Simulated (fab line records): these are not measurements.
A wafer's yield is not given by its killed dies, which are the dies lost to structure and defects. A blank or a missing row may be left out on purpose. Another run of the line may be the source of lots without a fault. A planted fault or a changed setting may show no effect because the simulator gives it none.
Which tool was responsible? | flow berkeley cmos170 | 13 lots, 37 wafers sampled, at 6 steps of a route of 331

== WHAT THE GAUGES SHOWED, per wafer ==
UCB170_SILICIDE_RS_MEAS_02: a four-point-probe measurement.
lot  | measured     | on            | SILICIDE_TI_RS (ohm/sq)
L621 | day 6 10:47  | film metro-02 | 24.8 24.8 24.6
L622 | day 6 11:44  | film metro-02 | 25.0 24.6 24.7
L624 | day 7 04:17  | film metro-03 | 24.3 23.9 24.3
L623 | day 7 04:25  | film metro-02 | 24.6 24.5 24.5
L625 | day 7 04:02  | film metro-02 | 24.4 24.5 24.6
L631 | day 8 22:58  | film metro-04 | 24.6 24.5 24.7
L634 | day 9 16:49  | film metro-03 | 26.3 26.5
L636 | day 10 01:14 | film metro-02 | 24.4 24.4 24.2
L637 | day 10 16:33 | film metro-02 | 24.8 25.0 24.6
L638 | day 10 16:25 | film metro-03 | 24.0 24.2 24.0
L639 | day 10 16:09 | film metro-03 | 24.8 24.5 24.8
L643 | day 11 11:35 | film metro-02 | 24.6 24.7 24.6
L644 | day 11 10:55 | film metro-03 | 24.2 24.1 24.1

UCB170_SILICIDE_THK_MEAS_03: measures by xrf.
lot  | measured     | on            | SILICIDE_TI_THK (nm)
L621 | day 6 10:53  | film metro-02 | 31.6 31.5 31.7
L622 | day 6 11:49  | film metro-02 | 31.3 31.8 31.5
L624 | day 7 04:25  | film metro-03 | 31.4 32.0 31.6
L623 | day 7 04:32  | film metro-02 | 31.8 31.8 31.8
L625 | day 7 04:09  | film metro-02 | 31.8 31.8 31.6
L631 | day 8 23:05  | film metro-04 | 31.5 31.8 31.5
L634 | day 9 23:31  | film metro-03 | 29.6 29.5
L636 | day 10 01:22 | film metro-02 | 31.8 31.9 32.0
L637 | day 10 16:40 | film metro-02 | 31.3 31.1 31.4
L638 | day 10 16:32 | film metro-03 | 32.1 31.7 32.1
L639 | day 10 16:15 | film metro-03 | 31.2 31.5 31.2
L643 | day 11 11:41 | film metro-02 | 31.6 31.6 31.8
L644 | day 11 11:02 | film metro-03 | 31.6 31.8 31.7

UCB170_V2_THK_MEAS_04.
lot  | measured     | on            | V2_POLISHED_THK (nm)
L621 | day 7 09:45  | film metro-01 | 998.4 999.5 1000.8
L622 | day 7 09:24  | film metro-04 | 999.6 999.4 999.5
L624 | day 8 00:05  | film metro-02 | 997.4 998.3 998.6
L623 | day 7 23:47  | film metro-04 | 998.1 999.8 997.7
L625 | day 7 23:26  | film metro-04 | 999.1 998.5 997.0
L631 | day 9 17:24  | film metro-01 | 1000.4 1001.4 1000.0
L634 | day 10 17:46 | film metro-04 | 1002.0
L636 | day 10 19:34 | film metro-04 | 1000.3 999.4 999.5
L637 | day 11 10:57 | film metro-04 | 1001.0 1000.4 1000.8
L638 | day 11 10:26 | film metro-02 | 1001.2 999.5 1000.1
L639 | day 11 10:09 | film metro-02 | 999.6 999.9 998.6
L643 | day 12 06:37 | film metro-02 | 999.9 999.2 999.5
L644 | day 12 06:29 | film metro-01 | 999.5 999.5 1001.4

== EACH LOT AND THE TOOL THAT RAN IT (in order: tool; ch and the chambers of the sampled wafers; start) ==
lot  | UCB170_PWELL_STRIP_16               | UCB170_SILICIDE_SPUTTER_01   | UCB170_M2_ETCH_17
L621 | plasma asher-03 ch 0,1, day 2 22:18 | pvd sputter-03, day 6 10:44  | rie diel-01 ch 0,3, day 7 08:40
L622 | plasma asher-01 ch 0,1, day 3 02:08 | pvd sputter-04, day 6 11:38  | rie diel-04 ch 0,1, day 7 08:17
L624 | plasma asher-03 ch 0,1, day 3 14:19 | pvd sputter-03, day 7 04:16  | rie diel-04 ch 0,2, day 7 22:42
L623 | plasma asher-04 ch 0,1, day 3 14:35 | pvd sputter-02, day 7 04:23  | rie diel-03 ch 0,1,2, day 7 22:30
L625 | plasma asher-03 ch 0,1, day 3 14:52 | pvd sputter-04, day 7 03:59  | rie diel-01 ch 1,2,3, day 7 22:13
L631 | plasma asher-01 ch 0,1, day 5 02:23 | pvd sputter-04, day 8 22:56  | rie diel-01 ch 0,1,2, day 9 16:14
L634 | plasma asher-03 ch 1, day 5 14:16   | pvd sputter-03, day 9 16:44  | rie diel-03 ch 2, day 10 16:16
L636 | plasma asher-03 ch 0,1, day 5 22:43 | pvd sputter-04, day 10 01:13 | rie diel-03 ch 1,3, day 10 18:29
L637 | plasma asher-04 ch 0,1, day 6 10:44 | pvd sputter-04, day 10 16:31 | rie diel-04 ch 0,1, day 11 09:52
L638 | plasma asher-04 ch 0,1, day 6 16:19 | pvd sputter-02, day 10 16:22 | rie diel-03 ch 2,3, day 11 09:19
L639 | plasma asher-01 ch 0,1, day 6 22:12 | pvd sputter-04, day 10 16:02 | rie diel-01 ch 0,2,3, day 11 09:02
L643 | plasma asher-01 ch 0,1, day 7 16:16 | pvd sputter-02, day 11 11:31 | rie diel-01 ch 0,1,2, day 12 05:30
L644 | plasma asher-04 ch 0,1, day 7 16:30 | pvd sputter-04, day 11 10:53 | rie diel-03 ch 0,2,3, day 12 05:22
- UCB170_PWELL_STRIP_16: strips in O2.
- UCB170_SILICIDE_SPUTTER_01: material Ti, target thk 30 nm, time 26.25 s.
- UCB170_M2_ETCH_17: etches BARC in N2/H2.

== AS READ BY THE TOOLS THEMSELVES (means over the sampled wafers that have a number; for cases with no such wafer, the mark the record gives instead) ==
UCB170_PWELL_STRIP_16.
lot  | tool            | drypump motor current A (A) | oes product au (a.u.) | strip time to endpoint s (s)
L621 | plasma asher-03 | 5.8                         | 0.723                 | 18.12
L622 | plasma asher-01 | 5.2                         | 0.724                 | 18.27
L624 | plasma asher-03 | 5.7                         | 0.718                 | 18.14
L623 | plasma asher-04 | 6.0                         | 0.718                 | 18.06
L625 | plasma asher-03 | 5.8                         | 0.722                 | 18.17
L631 | plasma asher-01 | 5.2                         | 0.724                 | 18.17
L634 | plasma asher-03 | 5.5                         | 0.720                 | 18.10
L636 | plasma asher-03 | 5.7                         | 0.721                 | 18.21
L637 | plasma asher-04 | 5.6                         | 0.718                 | 18.11
L638 | plasma asher-04 | 6.0                         | 0.725                 | 18.20
L639 | plasma asher-01 | 5.4                         | 0.715                 | 18.22
L643 | plasma asher-01 | 5.2                         | 0.722                 | 18.31
L644 | plasma asher-04 | 5.9                         | 0.720                 | 18.21

UCB170_SILICIDE_SPUTTER_01.
lot  | tool           | throttle valve pct (%)
L621 | pvd sputter-03 | 30.0
L622 | pvd sputter-04 | 30.3
L624 | pvd sputter-03 | 30.0
L623 | pvd sputter-02 | 29.8
L625 | pvd sputter-04 | 30.9
L631 | pvd sputter-04 | 29.6
L634 | pvd sputter-03 | 28.5
L636 | pvd sputter-04 | 30.3
L637 | pvd sputter-04 | 30.3
L638 | pvd sputter-02 | 30.3
L639 | pvd sputter-04 | 30.3
L643 | pvd sputter-02 | 29.6
L644 | pvd sputter-04 | 30.2

UCB170_M2_ETCH_17.
lot  | tool        | drypump motor current A (A) | oes product au (a.u.) | throttle valve pct (%)
L621 | rie diel-01 | 5.7                         | 1.008                 | 13.41
L622 | rie diel-04 | 5.5                         | 0.994                 | 13.50
L624 | rie diel-04 | 6.2                         | 1.002                 | 13.64
L623 | rie diel-03 | 5.9                         | 0.984                 | 13.26
L625 | rie diel-01 | 5.3                         | 1.001                 | 13.47
L631 | rie diel-01 | 5.1                         | 0.991                 | 13.52
L634 | rie diel-03 | 5.7                         | 0.997                 | 13.47
L636 | rie diel-03 | 5.8                         | 0.980                 | 13.03
L637 | rie diel-04 | 5.1                         | 0.990                 | 13.57
L638 | rie diel-03 | 5.6                         | 1.006                 | 13.13
L639 | rie diel-01 | 5.5                         | 1.001                 | 13.46
L643 | rie diel-01 | 5.0                         | 0.990                 | 13.54
L644 | rie diel-03 | 5.8                         | 0.999                 | 13.23

== THE ANSWER, worked out from the rows above alone ==
Rule: the usual values come from the lots themselves. Put in order of their means at a reading, lots are off if they are a third of the lots or fewer, leave a main group of 4 or more, and stand apart from it by a gap of 3 or more times the standard deviation of the main group's means; of several such gaps the widest counts. A main group is skipped when, at the precision printed for the reading in the tables above, its means are all equal. Also off: a lot with no number at a reading for which 4 or more lots have one. Where the step has rows for the other lots, those lots are counted as sound. After the gauges, taken in route order, come the tools' own readings; for these a lot's mean is taken, as printed above. The first step at which some lot is off is used, and at that step the reading that is off furthest; a lot without a number counts as furthest.
Off: at UCB170_SILICIDE_RS_MEAS_02 (SILICIDE_TI_RS), L634. Mean 24.5 ohm/sq and standard deviation 0.25 in the main group.
If a tool, at a process step before that reading, ran all the lots that are off and no sound lot after the first of them, it fits. Not tried: the gauges at UCB170_SILICIDE_RS_MEAS_02; whatever is off there is also off at UCB170_SILICIDE_SPUTTER_01, on other tools, and gauge error can't account for it. One candidate fits, namely pvd sputter-03 at UCB170_SILICIDE_SPUTTER_01. A fault onset in the window from L624 (day 7 04:16, its last sound lot) to L634 (day 9 16:44, its first lot off) fits.

== WHAT THE SIMULATOR HAD INSERTED ==
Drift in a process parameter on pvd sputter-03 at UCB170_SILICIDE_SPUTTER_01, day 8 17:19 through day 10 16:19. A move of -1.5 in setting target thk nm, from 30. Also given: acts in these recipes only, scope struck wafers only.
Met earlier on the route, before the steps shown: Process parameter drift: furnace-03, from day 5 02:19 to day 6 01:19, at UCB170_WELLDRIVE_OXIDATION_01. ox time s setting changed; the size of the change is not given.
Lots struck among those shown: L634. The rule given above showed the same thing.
